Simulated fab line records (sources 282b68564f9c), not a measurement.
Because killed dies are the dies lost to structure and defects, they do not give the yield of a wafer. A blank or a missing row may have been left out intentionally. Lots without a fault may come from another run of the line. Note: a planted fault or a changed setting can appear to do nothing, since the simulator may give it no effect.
fab line records	flow rit-cmos
record lots=14	wafers=42	last-day=8
route steps=202 shown FOX2@23 PWELL@48 NSD@140 M1@185
lots that met no fault: from a run of the same line without faults
start-h: hours from the record's first day to the start of the lot's first wafer shown	wait-h: hours elapsed since this lot's preceding step	" unchanged from the row above	L1.1+2: a row that stands for several wafers	- no value, or no start given	* or withheld: withheld	< > ~ a bound
route shown NAME@n: names a module that has steps shown in the file, with the first one's number in the route	usual: mean/standard deviation taken from wafers without a fault	same: alike in all rows	chamber/n: place in a boat	sites: per-site readings	_std_site: their standard deviation	_edge_site: the outer-site mean with the inner-site mean subtracted	radius-mm: how far each site lies from the wafer's centre	mask NAME#n: copy n	behind: the last tool/chamber to shape the wafer	hold: cause of the lot's hold/its duration in hours/its outcome	device: the n, p or np transistor that did not switch	end of line: the route-end tests of the same wafers	step lacking rows: just its recipe	killed: at the first sort, the dies lost to defects and structure; wafer yield is something else	map: shows each die of a wafer: x if killed, . if not, _ if none is there
set.NAME: the run value of the setting; set.NAME@STEP: its run value at that earlier step	model.NAME: the simulator's own value behind a step, which no gauge read
the route's steps for a sample of lots (tables are steps, rows are wafers)
services: the hour from which a tool's chamber was out of use, counted from the record's first day as start-h (under 0 if before that day), plus the number of hours and why
## steps
# step RIT_FOX2_OXIDATION_00
# recipe temp-c=1100	ambient=H2O	target-thk-a=3507	p-h2o-torr=720	ox-time-s=1130
# usual spike-tc-centre-C=1102.1/1.2	spike-tc-load-C=1127.1/2.1	spike-tc-source-C=1128.7/2.2	tube-center-temp-C=1100/0.1	tube_center_temp_C_max=1102.8/0.43
lot.wafer	tool	chamber	start-h	wait-h	spike-tc-centre-C	spike-tc-load-C	spike-tc-source-C	tube-center-temp-C	tube_center_temp_C_max
L731.1	furnace-04	0	18.27	0.0	1102.7	1127.2	1127.1	1100.2	1102.6
L731.4	"	0	"	"	1103.4	1125.0	1126.8	1100	1103.3
L731.5	"	0	"	"	1101.7	1127.3	1126.6	1100.1	1103.5
L732.1	furnace-04	0	27.45	1.4	1101.3	1127.0	1127.2	1100	1103.0
L732.2	"	0	"	"	1102.6	1126.2	1128.0	1100	1103.8
L732.4	"	0	"	"	1102.8	1125.4	1124.5	1100.1	1102.9
L733.1	furnace-01	0	31.43	1.2	1101.0	1127.4	1131.4	1100	1102.7
L733.2	"	0	"	"	1100.4	1126.4	1130.8	1099.9	1102.9
L733.3	"	0	"	"	1101.9	1127.3	1132.7	1099.9	1102.3
L734.2	furnace-01	0	35.30	1.2	1103.7	1125.5	1128.9	1100	1102.8
L734.3	"	0	"	"	1101.9	1126.0	1131.8	1100.1	1103.6
L734.5	"	0	"	"	1103.1	1126.4	1129.4	1099.9	1102.9
L735.1	furnace-03	0	44.65	2.9	1102.3	1132.5	1127.8	1100	1101.9
L735.3	"	0	"	"	1101.9	1130.3	1131.0	1099.9	1102.4
L735.6	"	0	"	"	1103.6	1130.6	1129.5	1100	1103.0
L736.4	furnace-04	0	47.60	0.1	1100.3	1126.2	1125.9	1100.2	1102.6
L736.5	"	0	"	"	1102.6	1126.8	1127.4	1100.1	1102.8
L736.6	"	0	"	"	1102.0	1126.8	1127.3	1100.1	1102.8
L737.1	furnace-04	0	51.96	1.6	1102.5	1126.9	1126.5	1100	1102.8
L737.4	"	0	"	"	1102.6	1125.9	1125.5	1099.9	1102.5
L737.6	"	0	"	"	1102.5	1125.0	1126.8	1099.9	1103.5
L738.3	furnace-04	0	55.82	0.9	1101.1	1125.8	1125.9	1100	1102.9
L738.5	"	0	"	"	1101.0	1127.7	1126.1	1099.9	1102.2
L738.6	"	0	"	"	1102.9	1124.3	1126.3	1100	1102.8
L739.3	furnace-04	0	61.25	2.4	1113.6	1139.2	1138.5	1112	1114.7
L739.5	"	0	"	"	1114.8	1139.2	1138.4	1111.7	1114.6
L739.6	"	0	"	"	1114.6	1137.8	1140.1	1112	1114.5
L740.1	furnace-03	0	67.33	1.1	1103.8	1130.9	1129.8	1099.9	1102.8
L740.2	"	0	"	"	1102.9	1131.4	1130.8	1099.9	1102.9
L740.4	"	0	"	"	1103.8	1131.7	1128.4	1100.1	1102.8
L743.3	furnace-04	0	79.95	0.0	1114.4	1137.3	1137.7	1111.9	1114.4
L743.4	"	0	"	"	1114.5	1137.2	1139.4	1111.9	1115.4
L743.5	"	0	"	"	1115.1	1136.9	1138.7	1112	1114.3
L747.1	furnace-03	0	100.57	0.0	1105.7	1131.6	1129.6	1100.1	1103.0
L747.3	"	0	"	"	1103.6	1130.8	1130.0	1099.9	1102.6
L747.5	"	0	"	"	1102.7	1131.3	1131.2	1100.1	1102.3
L749.1	furnace-03	0	110.03	1.5	1102.3	1129.8	1129.6	1100.1	1102.6
L749.2	"	0	"	"	1102.7	1131.4	1129.1	1100	1103.2
L749.5	"	0	"	"	1101.7	1130.7	1129.9	1100	1102.4
L754.2	furnace-01	0	135.10	0.5	1100.1	1126.8	1130.0	1100.1	1102.3
L754.4	"	0	"	"	1101.0	1125.6	1131.1	1100.1	1103.5
L754.5	"	0	"	"	1101.3	1126.0	1130.1	1100	1103.8
# step RIT_PWELL_STRIP_09
# recipe chemistry=O2	time-s=180	resist=NOVOLAK	platen-temp-c=withheld	power-w=500	pressure-mtorr=4000	o2-flow-sccm=4000
# usual drypump-motor-current-A=5.9/0.33	rf-refl-power-W=6.1/1.2
lot.wafer	tool	chamber	start-h	wait-h	drypump-motor-current-A	rf-hours-counter-h	rf-refl-power-W
L731.1	plasma-asher-02	0	23.73	0.1	6.3	39	6.3
L731.4	"	1	"	"	5.7	-	5.3
L731.5	"	1	"	"	5.7	-	5.2
L732.1	plasma-asher-02	1	32.69	0.1	5.7	40	5.4
L732.2	"	0	"	"	6.3	40	6.1
L732.4	"	0	"	"	6.3	-	6.1
L733.1	plasma-asher-04	1	36.62	0.1	5.7	34	4.3
L733.2	"	0	"	"	5.3	34	5.2
L733.3	"	1	"	"	5.7	-	3.8
L734.2	plasma-asher-02	1	40.75	0.1	5.7	40	5.5
L734.3	"	1	"	"	5.7	-	5.3
L734.5	"	0	"	"	6.3	-	6.1
L735.1	plasma-asher-01	0	50.01	0.1	6.2	26	8.0
L735.3	"	1	"	"	5.6	-	6.0
L735.6	"	0	"	"	6.2	-	8.0
L736.4	plasma-asher-01	0	53.03	0.1	6.2	-	8.2
L736.5	"	0	"	"	6.2	-	8.1
L736.6	"	1	"	"	5.6	-	5.9
L737.1	plasma-asher-02	0	57.21	0.1	6.3	42	6.2
L737.4	"	0	"	"	6.3	-	6.1
L737.6	"	1	"	"	5.7	-	5.2
L738.3	plasma-asher-01	0	61.25	0.1	6.2	-	7.5
L738.5	"	1	"	"	5.5	-	5.8
L738.6	"	0	"	"	6.2	-	7.5
L739.3	plasma-asher-01	1	66.55	0.1	5.6	-	6.1
L739.5	"	1	"	"	5.6	-	6.0
L739.6	"	0	"	"	6.2	-	8.1
L740.1	plasma-asher-01	0	72.58	0.1	6.2	28	8.0
L740.2	"	1	"	"	5.6	28	6.1
L740.4	"	1	"	"	5.6	-	6.2
L743.3	plasma-asher-04	1	85.25	0.1	5.7	-	3.7
L743.4	"	0	"	"	5.3	-	5.3
L743.5	"	1	"	"	5.7	-	3.6
L747.1	plasma-asher-02	0	105.96	0.1	6.3	48	6.1
L747.3	"	1	"	"	5.7	-	5.3
L747.5	"	0	"	"	6.3	-	6.2
L749.1	plasma-asher-01	1	115.40	0.1	5.6	33	6.0
L749.2	"	0	"	"	6.2	33	8.2
L749.5	"	0	"	"	6.2	-	8.0
L754.2	plasma-asher-02	0	140.30	0.1	6.3	51	6.1
L754.4	"	1	"	"	5.7	-	5.3
L754.5	"	0	"	"	6.3	-	6.2
# step RIT_NSD_STRIP_09
# recipe chemistry=O2	time-s=180	resist=NOVOLAK	platen-temp-c=withheld	power-w=500	pressure-mtorr=4000	o2-flow-sccm=4000
# usual drypump-motor-current-A=5.8/0.33	rf-refl-power-W=6.5/0.94
lot.wafer	tool	chamber	start-h	wait-h	drypump-motor-current-A	rf-hours-counter-h	rf-refl-power-W
L731.1	plasma-asher-01	1	58.23	0.1	5.6	27	6.0
L731.4	"	1	"	"	5.6	-	6.1
L731.5	"	1	"	"	5.6	-	6.0
L732.1	plasma-asher-03	0	62.72	0.1	5.8	44	5.8
L732.2	"	1	"	"	5.3	44	7.1
L732.4	"	1	"	"	5.3	-	7.2
L733.1	plasma-asher-01	1	67.96	0.1	5.6	28	6.0
L733.2	"	0	"	"	6.2	28	8.6
L733.3	"	0	"	"	6.2	-	8.4
L734.2	plasma-asher-03	0	73.84	0.1	5.8	45	5.8
L734.3	"	1	"	"	5.3	-	7.1
L734.5	"	0	"	"	5.8	-	5.7
L735.1	plasma-asher-01	1	80.49	0.1	5.6	29	6.0
L735.3	"	0	"	"	6.2	-	8.0
L735.6	"	0	"	"	6.2	-	7.4
L736.4	plasma-asher-01	1	83.18	0.1	5.6	-	6.0
L736.5	"	1	"	"	5.6	-	6.0
L736.6	"	0	"	"	6.2	-	7.9
L737.1	plasma-asher-02	1	86.81	0.1	5.7	45	5.3
L737.4	"	1	"	"	5.7	-	5.4
L737.6	"	1	"	"	5.7	-	5.5
L738.3	plasma-asher-03	1	94.49	0.1	5.4	-	7.4
L738.5	"	0	"	"	5.8	-	5.8
L738.6	"	1	"	"	5.4	-	7.2
L739.3	plasma-asher-03	1	95.66	0.1	5.3	-	7.2
L739.5	"	1	"	"	5.3	-	7.5
L739.6	"	0	"	"	5.8	-	5.9
L740.1	plasma-asher-03	1	100.11	0.1	5.3	48	7.2
L740.2	"	0	"	"	5.8	48	5.9
L740.4	"	1	"	"	5.3	-	7.3
L743.3	plasma-asher-03	0	113.09	0.1	5.8	-	5.7
L743.4	"	1	"	"	5.3	-	7.2
L743.5	"	1	"	"	5.3	-	7.4
L747.1	plasma-asher-02	0	133.73	0.1	6.3	51	6.2
L747.3	"	1	"	"	5.7	-	5.4
L747.5	"	0	"	"	6.3	-	6.2
L749.1	plasma-asher-02	1	143.59	0.1	5.7	52	5.4
L749.2	"	0	"	"	6.3	52	6.2
L749.5	"	0	"	"	6.3	-	6.2
L754.2	plasma-asher-01	0	172.68	0.1	6.2	40	7.4
L754.4	"	0	"	"	6.2	-	8.1
L754.5	"	1	"	"	5.6	-	6.0
# step RIT_M1_RS_MEAS_01
# recipe thk-meas-gauge=four-point-probe	reads=Al_of_M1_SPUTTER_00
# usual M1_AL_RS=0.0734/0.00075
lot.wafer	tool	chamber	start-h	wait-h	M1_AL_RS[ohm/sq]
L731.1	film-metro-01	-	64.50	0.1	0.0740
L731.4	"	-	"	"	0.0725
L731.5	"	-	"	"	0.0730
L732.1	film-metro-01	-	68.67	0.1	0.0731
L732.2	"	-	"	"	0.0735
L732.4	"	-	"	"	0.0728
L733.1	film-metro-01	-	73.72	0.1	0.0724
L733.2	"	-	"	"	0.0734
L733.3	"	-	"	"	0.0727
L734.2	film-metro-01	-	80.02	0.2	0.0730
L734.3	"	-	"	"	0.0730
L734.5	"	-	"	"	0.0731
L735.1	film-metro-02	-	86.62	0.1	0.0732
L735.3	"	-	"	"	0.0726
L735.6	"	-	"	"	0.0726
L736.4	film-metro-01	-	89.33	0.2	0.0734
L736.5	"	-	"	"	0.0726
L736.6	"	-	"	"	0.0737
L737.1	film-metro-02	-	93.09	0.1	0.0725
L737.4	"	-	"	"	0.0724
L737.6	"	-	"	"	0.0733
L738.3	film-metro-02	-	100.21	0.2	0.0746
L738.5	"	-	"	"	0.0748
L738.6	"	-	"	"	0.0741
L739.3	film-metro-01	-	101.28	0.2	0.0727
L739.5	"	-	"	"	0.0731
L739.6	"	-	"	"	0.0733
L740.1	film-metro-02	-	105.72	0.1	0.0726
L740.2	"	-	"	"	0.0727
L740.4	"	-	"	"	0.0737
L743.3	film-metro-01	-	118.95	0.2	0.0732
L743.4	"	-	"	"	0.0728
L743.5	"	-	"	"	0.0731
L747.1	film-metro-02	-	139.88	0.1	0.0724
L747.3	"	-	"	"	0.0731
L747.5	"	-	"	"	0.0725
L749.1	film-metro-02	-	149.32	0.1	0.0734
L749.2	"	-	"	"	0.0729
L749.5	"	-	"	"	0.0731
L754.2	film-metro-01	-	178.66	0.2	0.0729
L754.4	"	-	"	"	0.0742
L754.5	"	-	"	"	0.0726
# step RIT_M1_PROBE_99
# usual killed-at-contacts=0.0/0.23	killed-at-front-end=7/3.1	killed-dies=7/3.1	killed-open=3.3/2	killed-short=3.5/1.9
# same gross-dies=264	killed_at_M0_to_M3=0	killed_at_M4_up=0	killed-at-back-side=0	killed-at-other=0
lot.wafer	tool	chamber	start-h	wait-h	killed-at-contacts	killed-at-front-end	killed-dies	killed-open	killed-short
L731.1	prober-02	-	68.21	0.1	0	5	5	3	2
L731.4	prober-02	-	68.36	0.2	0	6	6	1	5
L731.5	prober-02	-	68.41	0.2	0	6	6	3	3
L732.1	prober-01	-	72.39	0.1	0	8	8	6	2
L732.2	prober-01	-	72.44	0.1	0	4	4	1	3
L732.4	prober-01	-	72.54	0.2	0	5	5	2	3
L733.1	prober-02	-	77.44	0.1	0	9	9	4	5
L733.2	prober-02	-	77.49	0.1	0	12	12	6	6
L733.3	prober-02	-	77.54	0.2	0	9	9	4	5
L734.2	prober-01	-	84.38	0.1	0	5	5	4	1
L734.3	prober-01	-	84.43	0.2	0	8	8	4	4
L734.5	prober-01	-	84.53	0.2	0	11	11	6	5
L735.1	prober-02	-	90.63	0.1	0	11	11	3	8
L735.3	prober-02	-	90.73	0.2	0	7	7	5	2
L735.6	prober-02	-	90.88	0.2	0	12	12	5	7
L736.4	prober-01	-	93.22	0.2	0	3	3	0	3
L736.5	prober-01	-	93.27	0.2	0	4	4	2	2
L736.6	prober-01	-	93.32	0.2	0	5	5	4	1
L737.1	prober-02	-	96.97	0.1	0	5	5	4	1
L737.4	prober-02	-	97.12	0.2	0	9	9	4	5
L737.6	prober-02	-	97.22	0.2	0	10	10	4	6
L738.3	prober-01	-	104.30	0.2	0	8	8	3	5
L738.5	prober-01	-	104.40	0.2	0	4	4	2	2
L738.6	prober-01	-	104.45	0.2	0	11	11	8	3
L739.3	prober-02	-	105.80	0.2	0	7	7	5	2
L739.5	prober-02	-	105.90	0.2	0	7	7	4	3
L739.6	prober-02	-	105.95	0.2	0	5	5	0	5
L740.1	prober-01	-	109.44	0.1	0	10	10	4	6
L740.2	prober-01	-	109.49	0.1	0	10	10	6	4
L740.4	prober-01	-	109.59	0.2	0	9	9	5	4
L743.3	prober-02	-	122.85	0.2	0	4	4	1	3
L743.4	prober-02	-	122.90	0.2	0	10	10	2	8
L743.5	prober-02	-	122.95	0.2	0	12	12	5	7
L747.1	prober-02	-	143.60	0.1	0	9	9	5	3
L747.3	prober-02	-	143.70	0.2	0	4	4	2	2
L747.5	prober-02	-	143.80	0.2	0	14	14	8	6
L749.1	prober-02	-	153.05	0.1	0	9	9	6	3
L749.2	prober-02	-	153.10	0.1	1	0	1	0	1
L749.5	prober-02	-	153.25	0.2	0	4	4	2	2
L754.2	prober-01	-	182.41	0.1	0	8	8	2	6
L754.4	prober-01	-	182.51	0.2	0	10	10	5	5
L754.5	prober-01	-	182.56	0.2	0	0	0	0	0
# killed by level:class
L731.1 FOX1:geometric-particle:open=1 GATE:geometric-particle:open=1 GATE:geometric-particle:short=1 SPACER:geometric-particle:short=1 SPACER:geometric-particle:open=1
L731.4 FOX1:geometric-particle:short=2 GATE:geometric-particle:short=2 FOX2:geometric-particle:short=1 GATE:geometric-particle:open=1
L731.5 FOX1:geometric-particle:short=3 FOX1:geometric-particle:open=1 FOX2:geometric-particle:open=1 GATE:geometric-particle:open=1
L732.1 GATE:geometric-particle:open=3 ACTIVE:geometric-particle:open=1 GATE:geometric-particle:short=1 REOX:geometric-particle:open=1 SILICIDE:geometric-particle:open=1 SILICIDE:geometric-particle:short=1
L732.2 SILICIDE:geometric-particle:short=2 GATE:geometric-particle:open=1 GATE:geometric-particle:short=1
L732.4 SILICIDE:geometric-particle:short=2 GATE:geometric-particle:open=1 REOX:geometric-particle:open=1 SPACER:geometric-particle:short=1
L733.1 GATE:geometric-particle:open=2 GATE:geometric-particle:short=2 SPACER:geometric-particle:short=2 SILICIDE:geometric-particle:open=2 REOX:geometric-particle:short=1
L733.2 REOX:geometric-particle:short=3 SPACER:geometric-particle:open=3 SILICIDE:geometric-particle:open=2 FOX1:geometric-particle:short=1 FOX1:geometric-particle:open=1 GATE:geometric-particle:short=1 SPACER:geometric-particle:short=1
L733.3 GATE:geometric-particle:open=4 GATE:geometric-particle:short=2 FOX1:geometric-particle:short=1 SPACER:geometric-particle:short=1 SILICIDE:geometric-particle:short=1
L734.2 SILICIDE:geometric-particle:open=2 FOX1:geometric-particle:open=1 GATE:geometric-particle:open=1 SILICIDE:geometric-particle:short=1
L734.3 REOX:geometric-particle:short=2 FOX1:geometric-particle:open=1 FOX2:geometric-particle:open=1 GATE:geometric-particle:short=1 GATE:geometric-particle:open=1 SPACER:geometric-particle:open=1 SPACER:geometric-particle:short=1
L734.5 GATE:geometric-particle:open=3 FOX1:geometric-particle:short=2 GATE:geometric-particle:short=1 REOX:geometric-particle:open=1 REOX:geometric-particle:short=1 SPACER:geometric-particle:short=1 SPACER:geometric-particle:open=1 SILICIDE:geometric-particle:open=1
L735.1 SILICIDE:geometric-particle:short=5 GATE:geometric-particle:short=2 REOX:geometric-particle:open=1 SPACER:geometric-particle:open=1 SPACER:geometric-particle:short=1 SILICIDE:geometric-particle:open=1
L735.3 GATE:geometric-particle:open=3 SPACER:geometric-particle:short=2 REOX:geometric-particle:open=1 SPACER:geometric-particle:open=1
L735.6 GATE:geometric-particle:short=5 SILICIDE:geometric-particle:short=2 SILICIDE:geometric-particle:open=2 ACTIVE:geometric-particle:open=1 REOX:geometric-particle:open=1 SPACER:geometric-particle:open=1
L736.4 GATE:geometric-particle:short=2 FOX1:geometric-particle:short=1
L736.5 GATE:geometric-particle:open=2 GATE:geometric-particle:short=1 SILICIDE:geometric-particle:short=1
L736.6 REOX:geometric-particle:open=2 SILICIDE:geometric-particle:open=2 GATE:geometric-particle:short=1
L737.1 GATE:geometric-particle:open=2 SILICIDE:geometric-particle:open=2 REOX:geometric-particle:short=1
L737.4 GATE:geometric-particle:open=2 SPACER:geometric-particle:open=2 FOX1:geometric-particle:short=1 FOX2:geometric-particle:short=1 GATE:geometric-particle:short=1 SPACER:geometric-particle:short=1 SILICIDE:geometric-particle:short=1
L737.6 SPACER:geometric-particle:short=2 FOX1:geometric-particle:open=1 FOX1:geometric-particle:short=1 GATE:geometric-particle:open=1 GATE:geometric-particle:short=1 REOX:geometric-particle:short=1 SPACER:geometric-particle:open=1 SILICIDE:geometric-particle:short=1
L738.3 FOX1:geometric-particle:short=2 GATE:geometric-particle:short=2 FOX1:geometric-particle:open=1 FOX2:geometric-particle:open=1 REOX:geometric-particle:short=1 REOX:geometric-particle:open=1
L738.5 FOX1:geometric-particle:short=1 GATE:geometric-particle:open=1 REOX:geometric-particle:open=1 SPACER:geometric-particle:short=1
L738.6 FOX1:geometric-particle:open=4 GATE:geometric-particle:open=3 REOX:geometric-particle:short=2 GATE:geometric-particle:short=1 SILICIDE:geometric-particle:open=1
L739.3 GATE:geometric-particle:open=3 FOX1:geometric-particle:open=1 REOX:geometric-particle:open=1 SPACER:geometric-particle:short=1 SILICIDE:geometric-particle:short=1
L739.5 REOX:geometric-particle:open=3 GATE:geometric-particle:short=1 REOX:geometric-particle:short=1 SILICIDE:geometric-particle:short=1 SILICIDE:geometric-particle:open=1
L739.6 REOX:geometric-particle:short=3 GATE:geometric-particle:short=2
L740.1 FOX2:geometric-particle:short=3 SPACER:geometric-particle:open=2 SPACER:geometric-particle:short=2 GATE:geometric-particle:open=1 REOX:geometric-particle:open=1 SILICIDE:geometric-particle:short=1
L740.2 SILICIDE:geometric-particle:open=3 REOX:geometric-particle:short=2 REOX:geometric-particle:open=2 GATE:geometric-particle:short=1 GATE:geometric-particle:open=1 SPACER:geometric-particle:short=1
L740.4 GATE:geometric-particle:open=4 SILICIDE:geometric-particle:short=2 REOX:geometric-particle:short=1 SPACER:geometric-particle:short=1 SILICIDE:geometric-particle:open=1
L743.3 SILICIDE:geometric-particle:short=2 FOX1:geometric-particle:short=1 SPACER:geometric-particle:open=1
L743.4 GATE:geometric-particle:short=3 SILICIDE:geometric-particle:short=2 ACTIVE:geometric-particle:short=1 FOX1:geometric-particle:short=1 FOX2:geometric-particle:open=1 REOX:geometric-particle:open=1 REOX:geometric-particle:short=1
L743.5 REOX:geometric-particle:short=6 GATE:geometric-particle:open=3 ACTIVE:geometric-particle:open=1 FOX2:geometric-particle:open=1 GATE:geometric-particle:short=1
L747.1 FOX1:geometric-particle:open=4 FOX1:geometric-particle:short=1 FOX2:geometric-particle:short=1 GATE:geometric-particle:open=1 REOX:geometric-particle:short=1 PLDD:coat-microbubble-printed=1
L747.3 FOX2:geometric-particle:open=1 GATE:geometric-particle:short=1 GATE:geometric-particle:open=1 SILICIDE:geometric-particle:short=1
L747.5 GATE:geometric-particle:open=8 GATE:geometric-particle:short=3 SILICIDE:geometric-particle:short=3
L749.1 FOX2:geometric-particle:open=3 GATE:geometric-particle:short=2 GATE:geometric-particle:open=2 FOX1:geometric-particle:short=1 SPACER:geometric-particle:open=1
L749.2 CONTACT:geometric-particle:short=1
L749.5 FOX2:geometric-particle:open=1 FOX2:geometric-particle:short=1 GATE:geometric-particle:open=1 GATE:geometric-particle:short=1
L754.2 GATE:geometric-particle:short=3 FOX2:geometric-particle:open=2 FOX1:geometric-particle:short=1 FOX2:geometric-particle:short=1 REOX:geometric-particle:short=1
L754.4 FOX1:geometric-particle:open=3 FOX1:geometric-particle:short=2 FOX2:geometric-particle:open=2 GATE:geometric-particle:short=1 REOX:geometric-particle:short=1 SILICIDE:geometric-particle:short=1
## services
tool	chamber	start-h	hours	kind
plasma-asher-03	-	7.41	1.5	repair
furnace-03	-	19.94	4.3	pm
furnace-03	-	32.10	12.5	pm
plasma-asher-01	-	39.76	1.2	repair
furnace-04	-	48.92	3.0	pm
plasma-asher-04	-	62.61	0.7	repair
plasma-asher-04	-	91.79	1.4	repair
plasma-asher-04	-	99.32	2.8	repair
plasma-asher-04	-	108.75	9.0	pm
plasma-asher-04	0	108.75	9.0	vent-cycle
plasma-asher-04	1	108.75	9.0	vent-cycle
plasma-asher-04	0	117.75	-	clean
plasma-asher-04	1	117.75	-	clean
plasma-asher-03	-	141.43	21.0	repair
furnace-01	-	146.58	12.5	pm
plasma-asher-04	-	167.71	2.4	repair
## key
first-sign step=RIT_FOX2_OXIDATION_00	reading=tube-center-temp-C	direction=up	sigmas=99+	usual=*	struck=*
effect step=RIT_FOX2_OXIDATION_00	reading=tube_center_temp_C_max	direction=up	sigmas=27	usual=*	struck=*
met-at RIT_FOX2_OXIDATION_00
struck-lots L739,L743
tester-left-out L739,L743
not-acting-at RIT_PWELL_STRIP_09,RIT_NSD_STRIP_09,RIT_M1_RS_MEAS_01
onset-between 55.82 61.25
fault kind=process-parameter-drift	tool=furnace-04	chamber=-	onset-h=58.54	steps=RIT_FOX2_OXIDATION_00	channel=temp-c	offset=*	shape=step	end-h=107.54	acts-in=*	stated=*
# tester-left-out: of these lots the tester's yield and bins aren't shown, on N5 and GAA mostly nor the transistor test; their killed dies are dies lost to structure and defects alone, not to doping, threshold or leakage, so they don't give the yield
